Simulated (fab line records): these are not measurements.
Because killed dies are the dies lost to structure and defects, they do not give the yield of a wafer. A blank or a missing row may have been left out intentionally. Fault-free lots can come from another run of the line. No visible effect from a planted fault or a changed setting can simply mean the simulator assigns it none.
fab line records | flow rit-cmos
record lots=14 | wafers=42 | last-day=8
route steps=202 shown PLDD@116 M1@202
lots untouched by any fault: they come from a run of this same line in which no faults occurred
start-h: hours from the record's opening day to when the first of the lot's shown wafers began | wait-h: hours elapsed since this lot's preceding step | " as in the row above | L1.1+2: a row that stands for several wafers | - no value, or no start was given | * or withheld: withheld | < > ~ a bound
route shown NAME@n: a module of which the file shows steps, and the number in the route of the first | usual: average and standard deviation across the fault-free wafers | same: alike in all rows | chamber/n: place in a boat | sites: readings site by site | _std_site: their standard deviation | _edge_site: mean of outer sites minus mean of inner sites | radius-mm: how far each site lies from the wafer's centre | mask NAME#n: copy n | behind: the tool/chamber that last shaped the wafer | hold: what put the lot on hold/how long, in hours/how the hold closed | device: whichever transistor did not switch (one of n, p or np) | end of line: the same wafers' tests at the end of the route | a step given without rows: its recipe and nothing more | killed: count of dies lost to structure and defects at first sort (not the wafer's yield) | map: a wafer's dies, x killed, . not, _ none there
set.NAME: setting as actually run; set.NAME@STEP: the setting as run at that earlier step | model.NAME: the simulator's own value behind a step, which no gauge read
the route's steps for a sample of lots (tables are steps, rows are wafers)
## steps
# step RIT_PLDD_SOFTBAKE_02
# recipe resist=NOVOLAK | temp-c=90 | time-s=60
# usual run-length-s=89.26/0.13
lot.wafer | tool           | chamber | start-h | wait-h | run-length-s
L174.1    | litho-track-01 | 0       | 48.89   | 0.1    | 89.35
L174.4    | "              | 0       | "       | "      | 89.28
L174.6    | "              | 0       | "       | "      | 89.44
L175.2    | litho-track-01 | 0       | 54.10   | 0.1    | 89.25
L175.3    | "              | 0       | "       | "      | 89.28
L175.4    | "              | 0       | "       | "      | 89.07
L176.2    | litho-track-01 | 0       | 56.12   | 0.1    | 89.07
L176.3    | "              | 0       | "       | "      | 89.15
L176.5    | "              | 0       | "       | "      | 89.07
L177.2    | litho-track-02 | 0       | 63.73   | 0.1    | 89.24
L177.4    | "              | 0       | "       | "      | 89.15
L177.6    | "              | 0       | "       | "      | 89.12
L179.2    | litho-track-01 | 0       | 71.78   | 0.1    | 94.49
L179.4    | "              | 0       | "       | "      | 94.44
L179.5    | "              | 0       | "       | "      | 94.56
L182.3    | litho-track-01 | 0       | 84.87   | 0.1    | 94.48
L182.5    | "              | 0       | "       | "      | 94.68
L182.6    | "              | 0       | "       | "      | 94.77
L186.1    | litho-track-04 | 0       | 104.23  | 0.1    | 89.40
L186.2    | "              | 0       | "       | "      | 89.25
L186.6    | "              | 0       | "       | "      | 89.30
L187.1    | litho-track-02 | 0       | 112.73  | 0.1    | 89.16
L187.3    | "              | 0       | "       | "      | 89.18
L187.4    | "              | 0       | "       | "      | 89.28
L190.1    | litho-track-02 | 0       | 130.08  | 0.1    | 89.28
L190.5    | "              | 0       | "       | "      | 89.30
L190.6    | "              | 0       | "       | "      | 89.13
L191.3    | litho-track-04 | 0       | 132.89  | 0.1    | 89.25
L191.5    | "              | 0       | "       | "      | 89.56
L191.6    | "              | 0       | "       | "      | 89.33
L192.1    | litho-track-04 | 0       | 140.22  | 0.1    | 89.32
L192.2    | "              | 0       | "       | "      | 89.36
L192.5    | "              | 0       | "       | "      | 89.18
L194.2    | litho-track-04 | 0       | 162.44  | 0.1    | 89.23
L194.3    | "              | 0       | "       | "      | 89.59
L194.4    | "              | 0       | "       | "      | 89.18
L195.2    | litho-track-02 | 0       | 162.53  | 0.1    | 89.15
L195.5    | "              | 0       | "       | "      | 89.14
L195.6    | "              | 0       | "       | "      | 89.24
L197.1    | litho-track-02 | 0       | 173.02  | 0.1    | 89.11
L197.4    | "              | 0       | "       | "      | 89.16
L197.6    | "              | 0       | "       | "      | 89.29
# step RIT_M1_PROBE_99
# usual killed_at_M0_to_M3=0.0/0.23 | killed-at-contacts=0.1/0.23 | killed-at-front-end=7/3 | killed-dies=7/3 | killed-open=3.3/2.1 | killed-short=3.7/1.9
# same gross-dies=264 | killed_at_M4_up=0 | killed-at-back-side=0 | killed-at-other=0
lot.wafer | tool      | chamber | start-h | wait-h | killed_at_M0_to_M3 | killed-at-contacts | killed-at-front-end | killed-dies | killed-open | killed-short
L187.1    | prober-01 | -       | 127.54  | 0.1    | 0                  | 0                  | 7                   | 7           | 4           | 3
L187.3    | prober-01 | -       | 127.64  | 0.2    | 0                  | 0                  | 6                   | 6           | 1           | 5
L187.4    | prober-01 | -       | 127.69  | 0.2    | 0                  | 0                  | 9                   | 9           | 4           | 5
L192.1    | prober-02 | -       | 154.79  | 0.1    | 0                  | 0                  | 5                   | 5           | 2           | 3
L192.2    | prober-02 | -       | 154.84  | 0.1    | 0                  | 0                  | 4                   | 4           | 3           | 1
L192.5    | prober-02 | -       | 154.99  | 0.2    | 0                  | 0                  | 9                   | 9           | 4           | 5
# killed by level:class
L187.1 FOX1:geometric-particle:short=1 FOX1:geometric-particle:open=1 FOX2:geometric-particle:short=1 GATE:geometric-particle:open=1 GATE:geometric-particle:short=1 SPACER:geometric-particle:open=1 SILICIDE:geometric-particle:open=1
L187.3 SPACER:geometric-particle:short=2 FOX1:geometric-particle:short=1 GATE:geometric-particle:short=1 REOX:geometric-particle:short=1 SPACER:geometric-particle:open=1
L187.4 SPACER:geometric-particle:short=3 GATE:geometric-particle:open=2 SPACER:geometric-particle:open=2 GATE:geometric-particle:short=1 REOX:geometric-particle:short=1
L192.1 FOX1:geometric-particle:short=1 GATE:geometric-particle:short=1 GATE:geometric-particle:open=1 REOX:geometric-particle:open=1 REOX:geometric-particle:short=1
L192.2 FOX1:geometric-particle:open=1 GATE:geometric-particle:open=1 REOX:geometric-particle:open=1 REOX:geometric-particle:short=1
L192.5 FOX1:geometric-particle:short=3 GATE:geometric-particle:open=2 REOX:geometric-particle:short=1 SPACER:geometric-particle:open=1 SILICIDE:geometric-particle:short=1 SILICIDE:geometric-particle:open=1
## key
first-sign step=RIT_PLDD_SOFTBAKE_02 | reading=run-length-s | direction=up | sigmas=42 | usual=* | struck=*
effect none on later readings
met-at RIT_PLDD_SOFTBAKE_02
struck-lots L179,L182
tester-left-out L179,L182
onset-between 56.12 71.78
fault kind=process-parameter-drift | tool=litho-track-01 | chamber=- | onset-h=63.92 | steps=RIT_PLDD_SOFTBAKE_02 | channel=time-s | offset=* | shape=step | end-h=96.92 | acts-in=* | stated=*
# tester-left-out: of these lots the tester's yield and bins aren't shown, on N5 and GAA mostly nor the transistor test; their killed dies are dies lost to structure and defects alone, not to doping, threshold or leakage, so they don't give the yield
